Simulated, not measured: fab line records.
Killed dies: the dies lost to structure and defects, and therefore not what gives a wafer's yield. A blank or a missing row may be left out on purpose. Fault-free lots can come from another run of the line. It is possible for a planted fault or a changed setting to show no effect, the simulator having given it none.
One fault seen from 2 desks || flow berkeley-cmos170 || every desk sees just its own numbers, and what lay behind them comes last

AT THE METROLOGY DESK
Lot by lot, what the gauges showed, no matter which tool ran the lot: averages of those sampled wafers that carry a number. If a lot's mean is further than 4 standard deviations from the usual mean, the lot is out of limits and carries the mark OUT (the distance appears in the brackets).
Columns: A = M3_AL_RS at UCB170_M3_RS_MEAS_02, usual 0.0321 ohm/sq; B = M3_AL_THK at UCB170_M3_THK_MEAS_03, usual 907 nm
{"lot": "L858", "first seen here": "day 7 11:59", "A": 0.0319, "B": 909}
{"lot": "L857", "first seen here": "day 7 13:41", "A": 0.0325, "B": 894}
{"lot": "L859", "first seen here": "day 8 03:19", "A": 0.0317, "B": 910}
{"lot": "L860", "first seen here": "day 8 13:31", "A": 0.0322, "B": 909}
{"lot": "L861", "first seen here": "day 8 22:30", "A": 0.0319, "B": 918}
{"lot": "L862", "first seen here": "day 8 22:46", "A": 0.0324, "B": 890}
{"lot": "L863", "first seen here": "day 9 06:39", "A": 0.0319, "B": 920}
{"lot": "L866", "first seen here": "day 9 20:38", "A": 0.0319, "B": 910}
{"lot": "L867", "first seen here": "day 10 05:54", "A": 0.0323, "B": 899}
{"lot": "L869", "first seen here": "day 10 08:35", "A": 0.0316, "B": 923}
{"lot": "L871", "first seen here": "day 11 02:25", "A": "0.0278 (-13) OUT", "B": "1063 (+16) OUT"}
{"lot": "L879", "first seen here": "day 12 03:20", "A": 0.0317, "B": 910}
{"lot": "L880", "first seen here": "day 12 21:18", "A": 0.0319, "B": 908}
Finding of this desk: L871 out of limits, first seen on L871 at day 11 02:25 (M3_AL_RS at UCB170_M3_RS_MEAS_02). L858, L857, L859, L860, L861, L862, L863, L866, L867, L869, L879, L880 stayed within limits.

FOR THE TOOL OWNER'S DESK: pvd-sputter-01
The tool's own readings at UCB170_M3_SPUTTER_01 (material Al, target thk 900 nm, time 120 s): means of the sampled wafers that have a number, for each lot that ran on this tool. If a lot's mean is further than 4 standard deviations from the usual mean, the lot is out of limits and carries the mark OUT (the distance appears in the brackets).
Columns: A = cathode-dc-power-W at UCB170_M3_SPUTTER_01, usual 6000.1 W; B = throttle-valve-pct at UCB170_M3_SPUTTER_01, usual 30.4 %
{"lot": "L858", "first seen here": "day 7 11:53", "A": 6000.6, "B": 30.2}
{"lot": "L860", "first seen here": "day 8 13:25", "A": 6000.7, "B": 29.9}
{"lot": "L866", "first seen here": "day 9 20:30", "A": 6000.1, "B": 29.9}
{"lot": "L871", "first seen here": "day 11 02:19", "A": "7017.6 (+99 or more) OUT", "B": 30.3}
This desk's verdict: out of limits on L871, starting with L871 at day 11 02:19 (cathode-dc-power-W at UCB170_M3_SPUTTER_01). L858, L860, L866 stayed within limits.

PUT TOGETHER
The tool owner's desk had the chance to raise an alarm at day 11 02:19 on L871.
An alarm was possible from the metrology desk at day 11 02:25, on L871.
UCB170_M3_SPUTTER_01 was run on pvd-sputter-01 by each of the lots named.

WHAT THE SIMULATOR PUT IN
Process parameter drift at UCB170_M3_SPUTTER_01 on pvd-sputter-01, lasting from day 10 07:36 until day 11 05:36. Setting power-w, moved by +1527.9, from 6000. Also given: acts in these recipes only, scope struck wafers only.
Lots struck among those shown: L871.
Counting hours from when the fault started, the first reading out of limits came at 19 for the tool owner's desk and at 19 for the metrology desk.
